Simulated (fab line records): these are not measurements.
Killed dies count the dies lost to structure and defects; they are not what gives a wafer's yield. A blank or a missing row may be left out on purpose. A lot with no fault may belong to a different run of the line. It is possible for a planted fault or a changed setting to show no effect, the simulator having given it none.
fab line records    flow rit-cmos
record lots=13  wafers=39  last-day=8
route steps=202 shown ACTIVE@3 PRETRO@73 GATE@85 M1@202
lots that met no fault: from a run of the same line without faults
start-h: hours from the record's opening day to when the first of the lot's shown wafers began    wait-h: hours since the lot's step before    " unchanged from the row above    L1.1+2: several wafers, shown together as one row    - either no value or no given start    * or withheld: withheld    < > ~ a bound
route shown NAME@n: NAME is a module with steps in the file, n the number in the route of the first one    usual: mean/standard deviation of fault-free wafers    same: alike in all rows    chamber/n: place in a boat    sites: per-site readings    _std_site: how widely they spread, as a standard deviation    _edge_site: mean of outer sites minus mean of inner sites    radius-mm: how far each site lies from the wafer's centre    mask NAME#n: copy n    behind: the most recent tool/chamber to have shaped the wafer    hold: reason for holding the lot/hours on hold/outcome of the hold    device: transistor that didn't switch, given as n, p or np    end of line: the same wafers' tests at the end of the route    a step without rows: its recipe alone    killed: at the first sort, the dies lost to defects and structure; wafer yield is something else    map: the dies of a wafer, with x for killed, . for not killed, _ for no die there
set.NAME: the setting the step ran with; set.NAME@STEP: the setting that earlier step ran with    model.NAME: the simulator's own value behind a step, which no gauge read
the route's steps for a sample of lots (tables are steps, rows are wafers)
services: a tool's chamber out of use, with start hour (start-h, from the record's first day; less than 0 if before it), hours out, and reason
## steps
# step RIT_ACTIVE_THK_MEAS_02
# recipe reads=SiO2_of_ACTIVE_OXIDATION_01
# usual ACTIVE_OXIDE_THK=47.2/0.81
lot.wafer  tool           chamber  start-h  wait-h  ACTIVE_OXIDE_THK[nm]
L396.2     film-metro-02  -        13.08    0.0     46.2
L396.4     "              -        "        "       46.3
L396.6     "              -        "        "       45.6
L397.1     film-metro-02  -        17.12    0.0     46.2
L397.3     "              -        "        "       46.5
L397.4     "              -        "        "       46.5
L398.1     film-metro-02  -        24.14    0.0     47.7
L398.3     "              -        "        "       47.9
L398.5     "              -        "        "       47.4
L399.2     film-metro-04  -        27.07    0.0     46.0
L399.3     "              -        "        "       46.2
L399.4     "              -        "        "       45.8
L401.2     film-metro-04  -        39.50    0.0     47.0
L401.3     "              -        "        "       47.4
L401.5     "              -        "        "       46.6
L408.1     film-metro-02  -        73.11    0.0     47.9
L408.4     "              -        "        "       47.7
L408.6     "              -        "        "       47.8
L409.1     film-metro-04  -        78.06    0.0     47.6
L409.2     "              -        "        "       48.0
L409.3     "              -        "        "       48.1
L412.4     film-metro-01  -        92.08    0.0     47.9
L412.5     "              -        "        "       49.2
L412.6     "              -        "        "       48.6
L413.4     film-metro-04  -        97.08    0.0     46.9
L413.5     "              -        "        "       47.5
L413.6     "              -        "        "       46.6
L414.1     film-metro-01  -        102.69   0.0     47.1
L414.3     "              -        "        "       46.3
L414.5     "              -        "        "       46.3
L417.2     film-metro-04  -        118.22   0.0     46.8
L417.4     "              -        "        "       46.3
L417.5     "              -        "        "       47.4
L418.4     film-metro-01  -        122.08   0.0     48.7
L418.5     "              -        "        "       47.2
L418.6     "              -        "        "       47.2
L419.2     film-metro-02  -        129.08   0.0     48.5
L419.3     "              -        "        "       48.4
L419.4     "              -        "        "       47.5
# step RIT_ACTIVE_CVD_03
# recipe material=Si3N4  target-thk-nm=150  temp-c=810  precursor=SiH2Cl2/NH3  time-s=1500  pressure-mtorr=300  sih2cl2-flow-sccm=60  nh3-flow-sccm=150
# usual spike-tc-load-C=834.2/2.2  zone-power-centre-pct=37.0/2.4
lot.wafer  tool      chamber  start-h  wait-h  spike-tc-load-C  zone-power-centre-pct
L396.2     lpcvd-01  0        13.13    0.0     832.9            37.7
L396.4     "         0        "        "       834.4            38.6
L396.6     "         0        "        "       834.0            39.4
L397.1     lpcvd-01  0        17.18    0.1     832.6            38.6
L397.3     "         0        "        "       832.8            38.8
L397.4     "         0        "        "       831.2            39.4
L398.1     lpcvd-01  0        24.39    0.2     832.8            38.0
L398.3     "         0        "        "       834.1            39.0
L398.5     "         0        "        "       833.7            38.2
L399.2     lpcvd-01  0        27.12    0.0     833.2            38.7
L399.3     "         0        "        "       834.4            38.2
L399.4     "         0        "        "       834.5            38.9
L401.2     lpcvd-01  1        39.55    0.0     835.4            34.4
L401.3     "         1        "        "       836.1            34.5
L401.5     "         1        "        "       838.1            34.6
L408.1     lpcvd-01  0        73.55    0.4     834.4            38.6
L408.4     "         0        "        "       833.8            38.3
L408.6     "         0        "        "       833.2            38.9
L409.1     lpcvd-02  0        78.11    0.1     835.6            40.6
L409.2     "         0        "        "       832.8            40.5
L409.3     "         0        "        "       834.7            41.0
L412.4     lpcvd-02  0        93.03    0.9     832.8            40.8
L412.5     "         0        "        "       834.3            41.5
L412.6     "         0        "        "       832.3            40.6
L413.4     lpcvd-02  0        97.11    0.0     834.2            40.5
L413.5     "         0        "        "       834.0            40.9
L413.6     "         0        "        "       833.6            40.9
L414.1     lpcvd-02  1        102.75   0.1     832.0            36.3
L414.3     "         1        "        "       831.4            35.7
L414.5     "         1        "        "       832.0            35.1
L417.2     lpcvd-02  1        118.27   0.0     832.0            35.7
L417.4     "         1        "        "       830.4            36.0
L417.5     "         1        "        "       832.1            36.3
L418.4     lpcvd-02  1        122.11   0.0     830.3            35.6
L418.5     "         1        "        "       831.0            35.5
L418.6     "         1        "        "       830.1            36.6
L419.2     lpcvd-02  0        129.13   0.0     833.7            41.1
L419.3     "         0        "        "       832.5            40.5
L419.4     "         0        "        "       832.1            41.0
# step RIT_ACTIVE_THK_MEAS_04
# recipe reads=Si3N4_of_ACTIVE_CVD_03
# usual ACTIVE_NITRIDE_THK=149.6/1.4
lot.wafer  tool           chamber  start-h  wait-h  hold                      ACTIVE_NITRIDE_THK[nm]
L396.2     film-metro-04  -        14.55    0.0     -                         151.2
L396.4     "              -        "        "       -                         150.9
L396.6     "              -        "        "       -                         150.4
L397.1     film-metro-04  -        18.59    0.0     -                         151.2
L397.3     "              -        "        "       -                         151.0
L397.4     "              -        "        "       -                         150.6
L398.1     film-metro-04  -        25.81    0.0     -                         150.9
L398.3     "              -        "        "       -                         150.8
L398.5     "              -        "        "       -                         149.7
L399.2     film-metro-02  -        28.55    0.0     -                         151.2
L399.3     "              -        "        "       -                         150.9
L399.4     "              -        "        "       -                         150.8
L401.2     film-metro-01  -        40.98    0.0     -                         150.4
L401.3     "              -        "        "       -                         151.4
L401.5     "              -        "        "       -                         150.7
L408.1     film-metro-01  -        74.97    0.0     await-dispo/0.2h/release  220.6
L408.4     "              -        "        "       await-dispo/0.2h/release  221.1
L408.6     "              -        "        "       await-dispo/0.2h/release  220.7
L408.1     film-metro-01  -        75.28    0.3     -                         220.6
L408.4     "              -        "        "       -                         220.9
L408.6     "              -        "        "       -                         220.7
L409.1     film-metro-04  -        80.24    0.0     -                         151.4
L409.2     "              -        "        "       -                         149.4
L409.3     "              -        "        "       -                         150.2
L412.4     film-metro-04  -        94.47    0.0     -                         148.3
L412.5     "              -        "        "       -                         146.9
L412.6     "              -        "        "       -                         147.7
L413.4     film-metro-04  -        98.56    0.0     -                         148.2
L413.5     "              -        "        "       -                         146.6
L413.6     "              -        "        "       -                         147.8
L414.1     film-metro-04  -        104.17   0.0     -                         149.5
L414.3     "              -        "        "       -                         148.2
L414.5     "              -        "        "       -                         148.3
L417.2     film-metro-01  -        119.69   0.0     -                         148.8
L417.4     "              -        "        "       -                         148.3
L417.5     "              -        "        "       -                         148.1
L418.4     film-metro-04  -        123.56   0.0     -                         148.5
L418.5     "              -        "        "       -                         149.8
L418.6     "              -        "        "       -                         148.9
L419.2     film-metro-02  -        130.56   0.0     -                         149.8
L419.3     "              -        "        "       -                         150.7
L419.4     "              -        "        "       -                         149.5
# step RIT_PRETRO_STRIP_09
# recipe chemistry=O2  time-s=180  resist=NOVOLAK  platen-temp-c=withheld  power-w=500  pressure-mtorr=4000  o2-flow-sccm=4000
# usual drypump-motor-current-A=5.9/0.6
lot.wafer  tool             chamber  start-h  wait-h  drypump-motor-current-A  rf-hours-counter-h
L396.2     plasma-asher-04  0        32.02    0.1     6.3                      39
L396.4     "                0        "        "       6.3                      -
L396.6     "                0        "        "       6.3                      -
L397.1     plasma-asher-04  1        38.40    0.1     6.1                      39
L397.3     "                1        "        "       6.0                      -
L397.4     "                0        "        "       6.3                      -
L398.1     plasma-asher-04  1        47.78    0.1     6.1                      40
L398.3     "                0        "        "       6.3                      -
L398.5     "                0        "        "       6.3                      -
L399.2     plasma-asher-02  1        53.21    0.1     4.9                      38
L399.3     "                1        "        "       4.9                      -
L399.4     "                0        "        "       6.6                      -
L401.2     plasma-asher-04  0        64.91    0.1     6.2                      42
L401.3     "                1        "        "       6.1                      -
L401.5     "                1        "        "       6.1                      -
L409.1     plasma-asher-02  1        102.21   0.1     4.8                      44
L409.2     "                0        "        "       6.6                      44
L409.3     "                1        "        "       4.9                      -
L412.4     plasma-asher-01  1        115.84   0.1     5.6                      -
L412.5     "                0        "        "       6.2                      -
L412.6     "                1        "        "       5.6                      -
L413.4     plasma-asher-01  0        117.55   0.1     6.1                      -
L413.5     "                0        "        "       6.1                      -
L413.6     "                1        "        "       5.6                      -
L414.1     plasma-asher-04  1        126.03   0.1     6.0                      1
L414.3     "                1        "        "       6.0                      -
L414.5     "                0        "        "       6.2                      -
L417.2     plasma-asher-02  1        140.00   0.1     4.9                      48
L417.4     "                1        "        "       4.9                      -
L417.5     "                1        "        "       4.8                      -
L418.4     plasma-asher-04  1        143.15   0.1     6.1                      -
L418.5     "                0        "        "       6.3                      -
L418.6     "                1        "        "       6.1                      -
L419.2     plasma-asher-04  1        149.83   0.1     6.1                      3
L419.3     "                1        "        "       6.0                      -
L419.4     "                0        "        "       6.3                      -
# step RIT_GATE_THK_MEAS_09
# recipe reads=poly-Si_of_GATE_CVD_08
# usual GATE_POLY_THK=250.4/2.2
lot.wafer  tool           chamber  start-h  wait-h  GATE_POLY_THK[nm]
L396.2     film-metro-04  -        43.04    0.0     256.3
L396.4     "              -        "        "       254.4
L396.6     "              -        "        "       255.6
L397.1     film-metro-02  -        50.23    0.0     249.9
L397.3     "              -        "        "       249.0
L397.4     "              -        "        "       247.8
L398.1     film-metro-03  -        54.31    0.0     247.7
L398.3     "              -        "        "       248.8
L398.5     "              -        "        "       248.8
L399.2     film-metro-03  -        58.58    0.0     252.6
L399.3     "              -        "        "       251.9
L399.4     "              -        "        "       253.4
L401.2     film-metro-03  -        70.30    0.0     249.2
L401.3     "              -        "        "       244.1
L401.5     "              -        "        "       248.3
L409.1     film-metro-04  -        105.92   0.0     251.9
L409.2     "              -        "        "       251.5
L409.3     "              -        "        "       253.6
L412.4     film-metro-03  -        120.29   0.0     254.0
L412.5     "              -        "        "       252.9
L412.6     "              -        "        "       253.8
L413.4     film-metro-02  -        121.91   0.0     251.9
L413.5     "              -        "        "       251.6
L413.6     "              -        "        "       252.9
L414.1     film-metro-03  -        132.96   0.0     250.8
L414.3     "              -        "        "       249.9
L414.5     "              -        "        "       250.4
L417.2     film-metro-02  -        148.54   0.0     251.6
L417.4     "              -        "        "       248.2
L417.5     "              -        "        "       248.5
L418.4     film-metro-03  -        148.56   0.0     250.9
L418.5     "              -        "        "       249.0
L418.6     "              -        "        "       250.4
L419.2     film-metro-04  -        165.50   0.0     251.7
L419.3     "              -        "        "       252.5
L419.4     "              -        "        "       249.4
# step RIT_M1_PROBE_99
# usual defect-limited-yield=97.6/1  killed-at-contacts=0.1/0.23  killed-at-front-end=6.2/2.8  killed-dies=6.3/2.7  killed-open=3.1/2  killed-short=3.2/1.8  sort_bin_3_pad_short=0.1/0.18  sort_bin_5_function=1.3/0.73  sort_bin_6_memory=1.0/0.62  sort-n-pass=257.7/2.7  sort-yield-pct=97.6/1
# same gross-dies=264  killed_at_M0_to_M3=0  killed_at_M4_up=0  killed-at-back-side=0  killed-at-other=0
lot.wafer  tool       chamber  start-h  wait-h  defect-limited-yield[%]  killed-at-contacts  killed-at-front-end  killed-dies  killed-open  killed-short  sort_bin_3_pad_short[%]  sort_bin_5_function[%]  sort_bin_6_memory[%]  sort-n-pass  sort-yield-pct[%]
L396.2     prober-02  -        67.46    0.1     97.3                     0                   7                    7            4            3             0                        0.8                     1.9                   257.0        97.3
L396.4     prober-02  -        67.56    0.2     97.0                     0                   8                    8            4            4             0                        1.5                     1.5                   256.0        97.0
L396.6     prober-02  -        67.66    0.2     97.0                     0                   8                    8            6            2             0.4                      1.9                     0.8                   256.0        97.0
L397.1     prober-01  -        71.94    0.1     99.2                     0                   2                    2            1            1             0                        0.8                     0                     262.0        99.2
L397.3     prober-01  -        72.04    0.2     97.7                     0                   6                    6            3            3             0                        0.8                     1.5                   258.0        97.7
L397.4     prober-01  -        72.09    0.2     98.1                     0                   5                    5            2            3             0                        1.5                     0.4                   259.0        98.1
L398.1     prober-02  -        76.05    0.1     97.7                     0                   6                    6            3            3             0.4                      1.1                     0.8                   258.0        97.7
L398.3     prober-02  -        76.15    0.2     98.9                     0                   3                    3            2            1             0                        0.4                     0.8                   261.0        98.9
L398.5     prober-02  -        76.25    0.2     97.7                     0                   6                    6            3            3             0                        1.1                     1.1                   258.0        97.7
L399.2     prober-01  -        81.26    0.1     98.1                     0                   5                    5            2            3             0.4                      1.1                     0.4                   259.0        98.1
L399.3     prober-01  -        81.31    0.2     97.7                     0                   6                    6            1            5             0.4                      0.8                     1.1                   258.0        97.7
L399.4     prober-01  -        81.36    0.2     97.0                     0                   8                    8            4            4             0                        1.9                     1.1                   256.0        97.0
L401.2     prober-01  -        93.55    0.1     95.8                     0                   11                   11           4            7             0                        1.9                     2.3                   253.0        95.8
L401.3     prober-01  -        93.60    0.2     97.3                     0                   7                    7            3            4             0.4                      0.8                     1.5                   257.0        97.3
L401.5     prober-01  -        93.70    0.2     99.2                     0                   2                    2            1            1             0                        0.8                     0                     262.0        99.2
L409.1     prober-02  -        127.51   0.1     96.2                     0                   10                   10           5            5             0.4                      3.4                     0                     254.0        96.2
L409.2     prober-02  -        127.56   0.1     98.5                     0                   4                    4            2            2             0.4                      0.8                     0.4                   260.0        98.5
L409.3     prober-02  -        127.61   0.2     97.0                     0                   8                    8            5            3             0.4                      1.9                     0.8                   256.0        97.0
L412.4     prober-01  -        142.54   0.2     95.5                     0                   12                   12           4            8             0                        3.0                     1.5                   252.0        95.5
L412.5     prober-01  -        142.59   0.2     96.6                     1                   8                    9            6            3             0.4                      1.5                     1.5                   255.0        96.6
L412.6     prober-01  -        142.64   0.2     96.2                     0                   10                   10           6            4             0                        1.1                     2.7                   254.0        96.2
L413.4     prober-02  -        144.04   0.2     98.1                     0                   5                    5            1            4             0                        1.1                     0.8                   259.0        98.1
L413.5     prober-02  -        144.09   0.2     97.3                     0                   7                    7            5            2             0                        0.8                     1.9                   257.0        97.3
L413.6     prober-02  -        144.14   0.2     96.2                     0                   10                   10           4            6             0                        2.3                     1.5                   254.0        96.2
L414.1     prober-02  -        159.19   0.1     98.5                     0                   4                    4            2            2             0                        0.8                     0.8                   260.0        98.5
L414.3     prober-02  -        159.29   0.2     99.2                     0                   2                    2            2            0             0                        0.4                     0.4                   262.0        99.2
L414.5     prober-02  -        159.39   0.2     97.3                     0                   7                    7            4            3             0.4                      1.5                     0.8                   257.0        97.3
L417.2     prober-01  -        181.45   0.1     97.3                     0                   7                    7            2            5             0                        2.3                     0.4                   257.0        97.3
L417.4     prober-01  -        181.55   0.2     97.0                     0                   8                    8            1            7             0.4                      1.5                     1.1                   256.0        97.0
L417.5     prober-01  -        181.60   0.2     97.0                     0                   8                    8            5            3             0                        2.3                     0.8                   256.0        97.0
L418.4     prober-02  -        181.55   0.2     98.1                     0                   5                    5            3            2             0.4                      0.4                     1.1                   259.0        98.1
L418.5     prober-02  -        181.60   0.2     96.2                     0                   10                   10           6            4             0.4                      1.9                     1.5                   254.0        96.2
L418.6     prober-02  -        181.65   0.2     99.2                     0                   2                    2            1            1             0                        0                       0.8                   262.0        99.2
L419.2     prober-02  -        188.00   0.1     97.3                     0                   7                    7            3            4             0                        2.3                     0.4                   257.0        97.3
L419.3     prober-02  -        188.05   0.2     99.2                     0                   2                    2            1            1             0                        0                       0.8                   262.0        99.2
L419.4     prober-02  -        188.10   0.2     98.1                     0                   5                    5            3            2             0.4                      0.8                     0.8                   259.0        98.1
# killed by level:class
L396.2 GATE:geometric-particle:open=2 SILICIDE:geometric-particle:short=2 FOX1:geometric-particle:open=1 FOX2:geometric-particle:open=1 REOX:geometric-particle:short=1
L396.4 FOX1:geometric-particle:open=2 REOX:geometric-particle:short=2 GATE:geometric-particle:short=1 GATE:geometric-particle:open=1 REOX:geometric-particle:open=1 SPACER:geometric-particle:short=1
L396.6 FOX1:geometric-particle:open=2 REOX:geometric-particle:open=2 GATE:geometric-particle:open=1 GATE:geometric-particle:short=1 REOX:geometric-particle:short=1 SPACER:geometric-particle:open=1
L397.1 FOX2:geometric-particle:open=1 SILICIDE:geometric-particle:short=1
L397.3 REOX:geometric-particle:open=2 REOX:geometric-particle:short=1 SPACER:geometric-particle:open=1 SPACER:geometric-particle:short=1 SILICIDE:geometric-particle:short=1
L397.4 GATE:geometric-particle:short=2 REOX:geometric-particle:open=1 SPACER:geometric-particle:short=1 SPACER:geometric-particle:open=1
L398.1 REOX:geometric-particle:open=2 FOX2:geometric-particle:short=1 GATE:geometric-particle:open=1 GATE:geometric-particle:short=1 SILICIDE:geometric-particle:short=1
L398.3 FOX1:geometric-particle:open=2 GATE:geometric-particle:short=1
L398.5 FOX1:geometric-particle:open=3 FOX1:geometric-particle:short=1 FOX2:geometric-particle:short=1 REOX:geometric-particle:short=1
L399.2 GATE:geometric-particle:short=2 GATE:geometric-particle:open=1 REOX:geometric-particle:short=1 SPACER:geometric-particle:open=1
L399.3 FOX2:geometric-particle:short=2 GATE:geometric-particle:short=1 REOX:geometric-particle:open=1 REOX:geometric-particle:short=1 SILICIDE:geometric-particle:short=1
L399.4 GATE:geometric-particle:open=3 REOX:geometric-particle:short=2 GATE:geometric-particle:short=1 SILICIDE:geometric-particle:open=1 SILICIDE:geometric-particle:short=1
L401.2 GATE:geometric-particle:open=3 GATE:geometric-particle:short=2 SPACER:geometric-particle:short=2 SILICIDE:geometric-particle:short=2 FOX1:geometric-particle:open=1 FOX1:geometric-particle:short=1
L401.3 SILICIDE:geometric-particle:open=2 FOX1:geometric-particle:short=1 FOX2:geometric-particle:short=1 SILICIDE:geometric-particle:short=1 GATE:geometric-particle:open=1 SPACER:geometric-particle:short=1
L401.5 REOX:geometric-particle:open=1 SPACER:geometric-particle:short=1
L409.1 GATE:geometric-particle:open=3 GATE:geometric-particle:short=2 SPACER:geometric-particle:short=2 FOX1:geometric-particle:open=1 SILICIDE:geometric-particle:short=1 SILICIDE:geometric-particle:open=1
L409.2 FOX1:geometric-particle:open=1 FOX2:geometric-particle:short=1 GATE:geometric-particle:open=1 SILICIDE:geometric-particle:short=1
L409.3 GATE:geometric-particle:open=4 SILICIDE:geometric-particle:short=2 GATE:geometric-particle:short=1 REOX:geometric-particle:open=1
L412.4 GATE:geometric-particle:short=4 FOX2:geometric-particle:short=2 SILICIDE:geometric-particle:open=2 FOX1:geometric-particle:short=1 FOX2:geometric-particle:open=1 REOX:geometric-particle:open=1 SILICIDE:geometric-particle:short=1
L412.5 GATE:geometric-particle:open=3 SPACER:geometric-particle:open=3 GATE:geometric-particle:short=1 SPACER:geometric-particle:short=1 CONTACT:geometric-particle:short=1
L412.6 GATE:geometric-particle:open=3 SILICIDE:geometric-particle:open=3 GATE:geometric-particle:short=2 REOX:geometric-particle:short=1 SILICIDE:geometric-particle:short=1
L413.4 SILICIDE:geometric-particle:short=2 GATE:geometric-particle:short=2 REOX:geometric-particle:open=1
L413.5 GATE:geometric-particle:open=2 GATE:geometric-particle:short=2 FOX1:geometric-particle:open=1 SPACER:geometric-particle:open=1 SILICIDE:geometric-particle:open=1
L413.6 GATE:geometric-particle:short=4 FOX1:geometric-particle:short=1 FOX1:geometric-particle:open=1 GATE:geometric-particle:open=1 REOX:geometric-particle:open=1 SPACER:geometric-particle:short=1 SPACER:geometric-particle:open=1
L414.1 GATE:geometric-particle:open=2 FOX1:geometric-particle:short=1 REOX:geometric-particle:short=1
L414.3 REOX:geometric-particle:open=2
L414.5 GATE:geometric-particle:open=2 FOX1:geometric-particle:short=1 FOX2:geometric-particle:short=1 FOX2:geometric-particle:open=1 GATE:geometric-particle:short=1 SILICIDE:geometric-particle:open=1
L417.2 FOX2:geometric-particle:open=2 FOX1:geometric-particle:short=1 FOX2:geometric-particle:short=1 GATE:geometric-particle:short=1 REOX:geometric-particle:short=1 SPACER:geometric-particle:short=1
L417.4 GATE:geometric-particle:short=3 SILICIDE:geometric-particle:short=2 FOX2:geometric-particle:short=1 SPACER:geometric-particle:short=1 SPACER:geometric-particle:open=1
L418.4 REOX:geometric-particle:open=2 FOX1:geometric-particle:open=1 SPACER:geometric-particle:short=1 SILICIDE:geometric-particle:short=1
L417.5 GATE:geometric-particle:open=3 FOX2:geometric-particle:open=2 REOX:geometric-particle:short=2 GATE:geometric-particle:short=1
L418.5 REOX:geometric-particle:open=5 SPACER:geometric-particle:short=3 REOX:geometric-particle:short=1 SPACER:geometric-particle:open=1
L418.6 REOX:geometric-particle:short=1 SILICIDE:geometric-particle:open=1
L419.2 GATE:geometric-particle:short=2 REOX:geometric-particle:open=2 ACTIVE:geometric-particle:short=1 SPACER:geometric-particle:open=1 SILICIDE:geometric-particle:short=1
L419.3 FOX2:geometric-particle:short=1 GATE:geometric-particle:open=1
L419.4 GATE:geometric-particle:short=2 FOX1:geometric-particle:open=1 FOX2:geometric-particle:open=1 SILICIDE:geometric-particle:open=1
## services
tool             chamber  start-h  hours  kind
lpcvd-01         -        1.28     2.3    repair
lpcvd-02         -        17.38    6.0    pm
plasma-asher-02  -        25.54    0.4    repair
plasma-asher-01  -        31.67    4.0    pm
plasma-asher-04  -        45.85    1.2    repair
lpcvd-02         -        70.04    6.1    pm
plasma-asher-04  -        108.75   9.0    pm
plasma-asher-04  0        108.75   9.0    vent-cycle
plasma-asher-04  1        108.75   9.0    vent-cycle
plasma-asher-04  0        117.75   -      clean
plasma-asher-04  1        117.75   -      clean
## key
first-sign step=RIT_ACTIVE_THK_MEAS_04  reading=visit  direction=added
effect step=RIT_ACTIVE_THK_MEAS_04  reading=ACTIVE_NITRIDE_THK  direction=up  sigmas=51  usual=149.6  struck=220.8
met-at RIT_ACTIVE_CVD_03
struck-lots L408
struck-wafers L408.1,L408.4,L408.6
scrapped-behind RIT_ACTIVE_THK_MEAS_04 L408.1,L408.4,L408.6
not-acting-at RIT_ACTIVE_THK_MEAS_02,RIT_PRETRO_STRIP_09,RIT_GATE_THK_MEAS_09
onset-between 27.12 73.55
fault kind=process-parameter-drift  tool=lpcvd-01  chamber=0  onset-h=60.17  steps=RIT_ACTIVE_CVD_03  channel=target-thk-nm  offset=71.99  shape=step  end-h=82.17  acts-in=these-recipes-only  stated=150
